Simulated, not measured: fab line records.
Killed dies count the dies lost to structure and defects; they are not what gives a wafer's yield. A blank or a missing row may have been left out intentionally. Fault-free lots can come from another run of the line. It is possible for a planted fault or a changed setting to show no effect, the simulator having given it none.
fab line records || flow ritCmos || part 2 of 2: steps 28 to 28 of 28
[record] {"lots": 5, "wafers": 23}
route steps=202 shown ACTIVE@2 FOX2@23 NWELL@29 GATE@84 NSD@139 M1@202
startH: hours from the record's first day to the start of the lot's first wafer shown || waitH: how many hours have passed since the lot's step before this one || " as in the row above || L1.1+2: a single row standing in for several wafers || - no value present, or no start provided || * or withheld: withheld || < > ~ a bound
route shown NAME@n: a module of which the file shows steps, and the number in the route of the first || usual: mean/standard deviation taken from wafers without a fault || same: alike in all rows || chamber/n: place in a boat || sites: each site's reading || _std_site: their standard deviation || _edge_site: outer sites' mean less inner sites' || radiusMm: for every site, how far away it sits from the centre of the wafer || mask NAME#n: copy n || behind: the tool/chamber that last shaped the wafer || hold: why the lot was held/for how many hours/how that ended || device: transistor that didn't switch, given as n, p or np || end of line: at the end of the route, the tests of the same wafers || step lacking rows: just its recipe || killed: not the wafer's yield, but the dies lost to structure and defects at the first sort || map: a wafer's dies, x killed, . not, _ none there
set.NAME: the run value of the setting; set.NAME@STEP: its run value at that earlier step || model.NAME: the simulator's own value behind a step, which no gauge read
lots with deliberately changed settings; one table per step, one row per wafer
[[steps]]
[step RIT_M1_PROBE_99]
[usual] {"killedAtContacts": "0.1/0.28", "killedAtFrontEnd": "7.2/3", "killedDies": "7.2/2.9", "killedOpen": "3.4/1.9", "killedShort": "3.8/2.1"}
[same] {"grossDies": 264, "killed_at_M0_to_M3": 0, "killed_at_M4_up": 0, "killedAtBackSide": 0, "killedAtOther": 0}
{"lot.wafer": "L074.1", "tool": "prober-02", "chamber": "-", "startH": 57.49, "waitH": 0.1, "set.tempC@ACTIVE_OXIDATION_01": 1000, "killedAtContacts": 0, "killedAtFrontEnd": 4, "killedDies": 4, "killedOpen": 2, "killedShort": 2, "model.etest.nmosNarrow.driveUaUm": 219.3, "model.etest.pldd.widthNm": 3201}
{"lot.wafer": "L074.2", "tool": "prober-02", "chamber": "-", "startH": 57.54, "waitH": 0.1, "set.tempC@ACTIVE_OXIDATION_01": 1000, "killedAtContacts": 0, "killedAtFrontEnd": 8, "killedDies": 8, "killedOpen": 5, "killedShort": 3, "model.etest.nmosNarrow.driveUaUm": 214.6, "model.etest.pldd.widthNm": 3182}
{"lot.wafer": "L074.3", "tool": "prober-02", "chamber": "-", "startH": 57.59, "waitH": 0.2, "set.tempC@ACTIVE_OXIDATION_01": 1000, "killedAtContacts": 0, "killedAtFrontEnd": 11, "killedDies": 11, "killedOpen": 6, "killedShort": 5, "model.etest.nmosNarrow.driveUaUm": 218.3, "model.etest.pldd.widthNm": 3165}
{"lot.wafer": "L074.4", "tool": "prober-02", "chamber": "-", "startH": 57.64, "waitH": 0.2, "set.tempC@ACTIVE_OXIDATION_01": 1000, "killedAtContacts": 0, "killedAtFrontEnd": 7, "killedDies": 7, "killedOpen": 2, "killedShort": 5, "model.etest.nmosNarrow.driveUaUm": 221.5, "model.etest.pldd.widthNm": 3194}
{"lot.wafer": "L074.6", "tool": "prober-02", "chamber": "-", "startH": 57.74, "waitH": 0.2, "set.tempC@ACTIVE_OXIDATION_01": 1000, "killedAtContacts": 0, "killedAtFrontEnd": 7, "killedDies": 7, "killedOpen": 3, "killedShort": 4, "model.etest.nmosNarrow.driveUaUm": 224.1, "model.etest.pldd.widthNm": 3201}
{"lot.wafer": "L077.2", "tool": "prober-01", "chamber": "-", "startH": 72.91, "waitH": 0.1, "set.tempC@ACTIVE_OXIDATION_01": 1000, "killedAtContacts": 1, "killedAtFrontEnd": 5, "killedDies": 6, "killedOpen": 4, "killedShort": 2, "model.etest.nmosNarrow.driveUaUm": 225.9, "model.etest.pldd.widthNm": 3158}
{"lot.wafer": "L077.3", "tool": "prober-01", "chamber": "-", "startH": 72.96, "waitH": 0.2, "set.tempC@ACTIVE_OXIDATION_01": 1000, "killedAtContacts": 0, "killedAtFrontEnd": 8, "killedDies": 8, "killedOpen": 5, "killedShort": 3, "model.etest.nmosNarrow.driveUaUm": 220.6, "model.etest.pldd.widthNm": 3156}
{"lot.wafer": "L077.4", "tool": "prober-01", "chamber": "-", "startH": 73.01, "waitH": 0.2, "set.tempC@ACTIVE_OXIDATION_01": 1000, "killedAtContacts": 0, "killedAtFrontEnd": 9, "killedDies": 9, "killedOpen": 5, "killedShort": 4, "model.etest.nmosNarrow.driveUaUm": 221.8, "model.etest.pldd.widthNm": 3166}
{"lot.wafer": "L077.5", "tool": "prober-01", "chamber": "-", "startH": 73.06, "waitH": 0.2, "set.tempC@ACTIVE_OXIDATION_01": 1000, "killedAtContacts": 0, "killedAtFrontEnd": 4, "killedDies": 4, "killedOpen": 2, "killedShort": 2, "model.etest.nmosNarrow.driveUaUm": 231.8, "model.etest.pldd.widthNm": 3167}
{"lot.wafer": "L077.6", "tool": "prober-01", "chamber": "-", "startH": 73.11, "waitH": 0.2, "set.tempC@ACTIVE_OXIDATION_01": 1000, "killedAtContacts": 0, "killedAtFrontEnd": 8, "killedDies": 8, "killedOpen": 4, "killedShort": 4, "model.etest.nmosNarrow.driveUaUm": 217.3, "model.etest.pldd.widthNm": 3157}
{"lot.wafer": "L079.1", "tool": "prober-01", "chamber": "-", "startH": 83.10, "waitH": 0.1, "set.tempC@ACTIVE_OXIDATION_01": 1029, "killedAtContacts": 0, "killedAtFrontEnd": 9, "killedDies": 9, "killedOpen": 3, "killedShort": 5, "model.etest.nmosNarrow.driveUaUm": 189.5, "model.etest.pldd.widthNm": 3031}
{"lot.wafer": "L079.2", "tool": "prober-01", "chamber": "-", "startH": 83.15, "waitH": 0.1, "set.tempC@ACTIVE_OXIDATION_01": 1029, "killedAtContacts": 0, "killedAtFrontEnd": 5, "killedDies": 5, "killedOpen": 3, "killedShort": 2, "model.etest.nmosNarrow.driveUaUm": 191.7, "model.etest.pldd.widthNm": 3032}
{"lot.wafer": "L079.3", "tool": "prober-01", "chamber": "-", "startH": 83.20, "waitH": 0.2, "set.tempC@ACTIVE_OXIDATION_01": 1029, "killedAtContacts": 0, "killedAtFrontEnd": 7, "killedDies": 7, "killedOpen": 4, "killedShort": 3, "model.etest.nmosNarrow.driveUaUm": 189.3, "model.etest.pldd.widthNm": 3000}
{"lot.wafer": "L079.4", "tool": "prober-01", "chamber": "-", "startH": 83.25, "waitH": 0.2, "set.tempC@ACTIVE_OXIDATION_01": 1029, "killedAtContacts": 0, "killedAtFrontEnd": 4, "killedDies": 4, "killedOpen": 2, "killedShort": 2, "model.etest.nmosNarrow.driveUaUm": 185.2, "model.etest.pldd.widthNm": 3004}
{"lot.wafer": "L079.5", "tool": "prober-01", "chamber": "-", "startH": 83.30, "waitH": 0.2, "set.tempC@ACTIVE_OXIDATION_01": 1029, "killedAtContacts": 0, "killedAtFrontEnd": 13, "killedDies": 13, "killedOpen": 8, "killedShort": 5, "model.etest.nmosNarrow.driveUaUm": 188.6, "model.etest.pldd.widthNm": 2990}
{"lot.wafer": "L082.1", "tool": "prober-02", "chamber": "-", "startH": 97.42, "waitH": 0.1, "set.tempC@ACTIVE_OXIDATION_01": 991.9, "killedAtContacts": 0, "killedAtFrontEnd": 9, "killedDies": 9, "killedOpen": 6, "killedShort": 3, "model.etest.nmosNarrow.driveUaUm": 221.8, "model.etest.pldd.widthNm": 3203}
{"lot.wafer": "L082.2", "tool": "prober-02", "chamber": "-", "startH": 97.47, "waitH": 0.1, "set.tempC@ACTIVE_OXIDATION_01": 991.9, "killedAtContacts": 0, "killedAtFrontEnd": 3, "killedDies": 3, "killedOpen": 1, "killedShort": 2, "model.etest.nmosNarrow.driveUaUm": 228.1, "model.etest.pldd.widthNm": 3174}
{"lot.wafer": "L082.4", "tool": "prober-02", "chamber": "-", "startH": 97.57, "waitH": 0.2, "set.tempC@ACTIVE_OXIDATION_01": 991.9, "killedAtContacts": 0, "killedAtFrontEnd": 8, "killedDies": 8, "killedOpen": 2, "killedShort": 6, "model.etest.nmosNarrow.driveUaUm": 229.3, "model.etest.pldd.widthNm": 3183}
{"lot.wafer": "L082.5", "tool": "prober-02", "chamber": "-", "startH": 97.62, "waitH": 0.2, "set.tempC@ACTIVE_OXIDATION_01": 991.9, "killedAtContacts": 1, "killedAtFrontEnd": 3, "killedDies": 4, "killedOpen": 1, "killedShort": 3, "model.etest.nmosNarrow.driveUaUm": 228.4, "model.etest.pldd.widthNm": 3199}
{"lot.wafer": "L082.6", "tool": "prober-02", "chamber": "-", "startH": 97.67, "waitH": 0.2, "set.tempC@ACTIVE_OXIDATION_01": 991.9, "killedAtContacts": 0, "killedAtFrontEnd": 4, "killedDies": 4, "killedOpen": 2, "killedShort": 2, "model.etest.nmosNarrow.driveUaUm": 220.1, "model.etest.pldd.widthNm": 3196}
{"lot.wafer": "L085.2", "tool": "prober-01", "chamber": "-", "startH": 117.24, "waitH": 0.1, "set.tempC@ACTIVE_OXIDATION_01": 1000, "killedAtContacts": 0, "killedAtFrontEnd": 12, "killedDies": 12, "killedOpen": 8, "killedShort": 4, "model.etest.nmosNarrow.driveUaUm": 221.9, "model.etest.pldd.widthNm": 3192}
{"lot.wafer": "L085.4", "tool": "prober-01", "chamber": "-", "startH": 117.34, "waitH": 0.2, "set.tempC@ACTIVE_OXIDATION_01": 1000, "killedAtContacts": 0, "killedAtFrontEnd": 12, "killedDies": 12, "killedOpen": 6, "killedShort": 6, "model.etest.nmosNarrow.driveUaUm": 216.2, "model.etest.pldd.widthNm": 3210}
{"lot.wafer": "L085.5", "tool": "prober-01", "chamber": "-", "startH": 117.39, "waitH": 0.2, "set.tempC@ACTIVE_OXIDATION_01": 1000, "killedAtContacts": 0, "killedAtFrontEnd": 8, "killedDies": 8, "killedOpen": 2, "killedShort": 6, "model.etest.nmosNarrow.driveUaUm": 218.8, "model.etest.pldd.widthNm": 3188}
// killed by level:class
L074.1 GATE:geometricParticle:open=2 GATE:geometricParticle:short=2
L074.2 GATE:geometricParticle:open=3 REOX:geometricParticle:short=2 GATE:geometricParticle:short=1 REOX:geometricParticle:open=1 SPACER:geometricParticle:open=1
L074.3 GATE:geometricParticle:open=3 GATE:geometricParticle:short=3 FOX1:geometricParticle:open=1 FOX1:geometricParticle:short=1 REOX:geometricParticle:open=1 SPACER:geometricParticle:short=1 SILICIDE:geometricParticle:open=1
L074.4 GATE:geometricParticle:short=3 GATE:geometricParticle:open=2 REOX:geometricParticle:short=1 SILICIDE:geometricParticle:short=1
L074.6 GATE:geometricParticle:short=3 GATE:geometricParticle:open=2 SILICIDE:geometricParticle:open=1 SILICIDE:geometricParticle:short=1
L077.2 FOX1:geometricParticle:short=2 GATE:geometricParticle:open=2 REOX:geometricParticle:open=1 CONTACT:geometricParticle:open=1
L077.3 GATE:geometricParticle:short=2 SPACER:geometricParticle:open=2 FOX1:geometricParticle:open=1 FOX1:geometricParticle:short=1 GATE:geometricParticle:open=1 SILICIDE:geometricParticle:open=1
L077.4 GATE:geometricParticle:open=3 GATE:geometricParticle:short=3 SPACER:geometricParticle:open=1 SILICIDE:geometricParticle:open=1 SILICIDE:geometricParticle:short=1
L077.5 FOX1:geometricParticle:short=1 REOX:geometricParticle:open=1 GATE:geometricParticle:open=1 SILICIDE:geometricParticle:short=1
L077.6 GATE:geometricParticle:short=4 FOX1:geometricParticle:open=1 FOX2:geometricParticle:open=1 GATE:geometricParticle:open=1 REOX:geometricParticle:open=1
L079.1 GATE:geometricParticle:short=2 SILICIDE:geometricParticle:short=2 FOX1:geometricParticle:open=1 GATE:geometricParticle:open=1 REOX:geometricParticle:short=1 SPACER:geometricParticle:open=1 NRETRO:coatMicrobubblePrinted=1
L079.2 GATE:geometricParticle:open=2 REOX:geometricParticle:short=1 SILICIDE:geometricParticle:short=1 SILICIDE:geometricParticle:open=1
L079.3 GATE:geometricParticle:open=2 SPACER:geometricParticle:short=2 FOX1:geometricParticle:open=1 GATE:geometricParticle:short=1 SPACER:geometricParticle:open=1
L079.4 FOX1:geometricParticle:short=1 GATE:geometricParticle:open=1 SPACER:geometricParticle:short=1 SILICIDE:geometricParticle:open=1
L079.5 GATE:geometricParticle:short=4 FOX1:geometricParticle:open=2 GATE:geometricParticle:open=2 SILICIDE:geometricParticle:open=2 ACTIVE:geometricParticle:short=1 REOX:geometricParticle:open=1 SPACER:geometricParticle:open=1
L082.1 SPACER:geometricParticle:open=3 GATE:geometricParticle:open=2 FOX2:geometricParticle:short=1 GATE:geometricParticle:short=1 REOX:geometricParticle:open=1 SPACER:geometricParticle:short=1
L082.2 GATE:geometricParticle:short=1 GATE:geometricParticle:open=1 SPACER:geometricParticle:short=1
L082.4 FOX1:geometricParticle:short=2 GATE:geometricParticle:open=1 GATE:geometricParticle:short=1 REOX:geometricParticle:short=1 SPACER:geometricParticle:short=1 SPACER:geometricParticle:open=1 SILICIDE:geometricParticle:short=1
L082.5 GATE:geometricParticle:short=1 GATE:geometricParticle:open=1 REOX:geometricParticle:short=1 CONTACT:geometricParticle:short=1
L082.6 FOX2:geometricParticle:open=1 GATE:geometricParticle:short=1 SILICIDE:geometricParticle:short=1 SILICIDE:geometricParticle:open=1
L085.2 GATE:geometricParticle:open=4 FOX1:geometricParticle:open=2 GATE:geometricParticle:short=2 SPACER:geometricParticle:open=2 FOX1:geometricParticle:short=1 SPACER:geometricParticle:short=1
L085.4 GATE:geometricParticle:open=3 GATE:geometricParticle:short=3 FOX1:geometricParticle:short=2 REOX:geometricParticle:open=2 FOX2:geometricParticle:open=1 SPACER:geometricParticle:short=1
L085.5 REOX:geometricParticle:short=3 FOX1:geometricParticle:short=1 GATE:geometricParticle:short=1 GATE:geometricParticle:open=1 SPACER:geometricParticle:open=1 SPACER:geometricParticle:short=1
[[key]]
[split] {"step": "RIT_ACTIVE_OXIDATION_01", "setting": "tempC", "stated": 1000, "by": "lot"}
[response] {"step": "RIT_ACTIVE_OXIDATION_01", "reading": "model.SiO2_of_ACTIVE_OXIDATION_01.thkNm", "change": "+4.34", "per": "1%", "r": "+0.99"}
[response] {"step": "RIT_ACTIVE_THK_MEAS_02", "reading": "ACTIVE_OXIDE_THK", "change": "+4.34", "per": "1%", "r": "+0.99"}
[response] {"step": "RIT_ACTIVE_ETCH_13", "reading": "model.SiO2_of_ACTIVE_OXIDATION_01.thkNm", "change": "+4.76", "per": "1%", "r": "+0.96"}
[response] {"step": "RIT_FOX2_WET_ETCH_03", "reading": "model.SiO2_of_ACTIVE_OXIDATION_01.thkNm", "change": "+4.23", "per": "1%", "r": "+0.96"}
[response] {"step": "RIT_M1_PROBE_99", "reading": "model.etest.pldd.widthNm", "change": -52.5, "per": "1%", "r": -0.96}
[response] {"step": "RIT_M1_PROBE_99", "reading": "model.etest.nmosNarrow.driveUaUm", "change": -10.4, "per": "1%", "r": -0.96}
[split] {"step": "RIT_ACTIVE_EXPOSE_08", "setting": "doseMj", "stated": 225, "by": "wafer"}
[response] {"step": "RIT_ACTIVE_DEVELOP_10", "reading": "model.ACTIVE.cdNm", "change": -2.94, "per": "1%", "r": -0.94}
[response] {"step": "RIT_ACTIVE_CD_MEAS_11", "reading": "cdNm", "change": -2.93, "per": "1%", "r": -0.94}
[response] {"step": "RIT_ACTIVE_CD_MEAS_90", "reading": "cdNm", "change": -2.99, "per": "1%", "r": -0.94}
[split] {"step": "RIT_ACTIVE_ETCH_13", "setting": "overEtchFrac", "stated": 0.4, "by": "wafer"}
[response] {"step": "RIT_ACTIVE_ETCH_13", "reading": "model.NOVOLAK_of_ACTIVE_COAT_06.thkNm", "change": -0.651, "per": "1%", "r": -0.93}
[split] {"step": "RIT_FOX2_OXIDATION_00", "setting": "oxTimeS", "stated": 1130, "by": "lot"}
[response] {"step": "RIT_FOX2_OXIDATION_00", "reading": "model.SiO2_of_FOX2_OXIDATION_00.thkNm", "change": "+1.72", "per": "1%", "r": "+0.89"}
[split] {"step": "RIT_NWELL_COAT_01", "setting": "spinRpm", "stated": 2000, "by": "wafer"}
[response] {"step": "RIT_NWELL_COAT_01", "reading": "model.NOVOLAK_of_NWELL_COAT_01.thkNm", "change": -6.73, "per": "1%", "r": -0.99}
[response] {"step": "RIT_NWELL_HARDBAKE_07", "reading": "model.NOVOLAK_of_NWELL_COAT_01.thkNm", "change": -5.79, "per": "1%", "r": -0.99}
[split] {"step": "RIT_NWELL_IMPLANT_08", "setting": "energyKev", "stated": 170, "by": "wafer"}
[response] {"step": "RIT_NWELL_IMPLANT_08", "reading": "model.implant.rpNm", "change": "+2.18", "per": "1%", "r": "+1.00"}
[response] {"step": "RIT_NWELL_IMPLANT_08", "reading": "model.implant.drpNm", "change": "+0.511", "per": "1%", "r": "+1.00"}
[split] {"step": "RIT_GATE_CVD_08", "setting": "pressureMtorr", "stated": 300, "by": "lot"}
[response] {"step": "RIT_GATE_CVD_08", "reading": "model.poly-Si_of_GATE_CVD_08.thkNm", "change": "+1.22", "per": "1%", "r": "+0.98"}
[response] {"step": "RIT_GATE_THK_MEAS_09", "reading": "GATE_POLY_THK", "change": "+1.22", "per": "1%", "r": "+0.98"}
[response] {"step": "RIT_GATE_ETCH_19", "reading": "model.GATE.featureDepthNm", "change": "+1.22", "per": "1%", "r": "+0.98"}
[response] {"step": "RIT_GATE_ETCH_19", "reading": "model.etch.depthNm", "change": "+1.22", "per": "1%", "r": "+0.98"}
[split] {"step": "RIT_GATE_DEVELOP_15", "setting": "developTimeS", "stated": 50, "by": "wafer"}
[response] {"step": "RIT_GATE_CD_MEAS_16", "reading": "cdNm", "change": -1.51, "per": "1%", "r": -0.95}
[response] {"step": "RIT_GATE_CD_MEAS_90", "reading": "cdNm", "change": -1.52, "per": "1%", "r": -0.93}
[split] {"step": "RIT_NSD_IMPLANT_08", "setting": "doseCm2", "stated": 1e+15, "by": "wafer"}
response none in this file
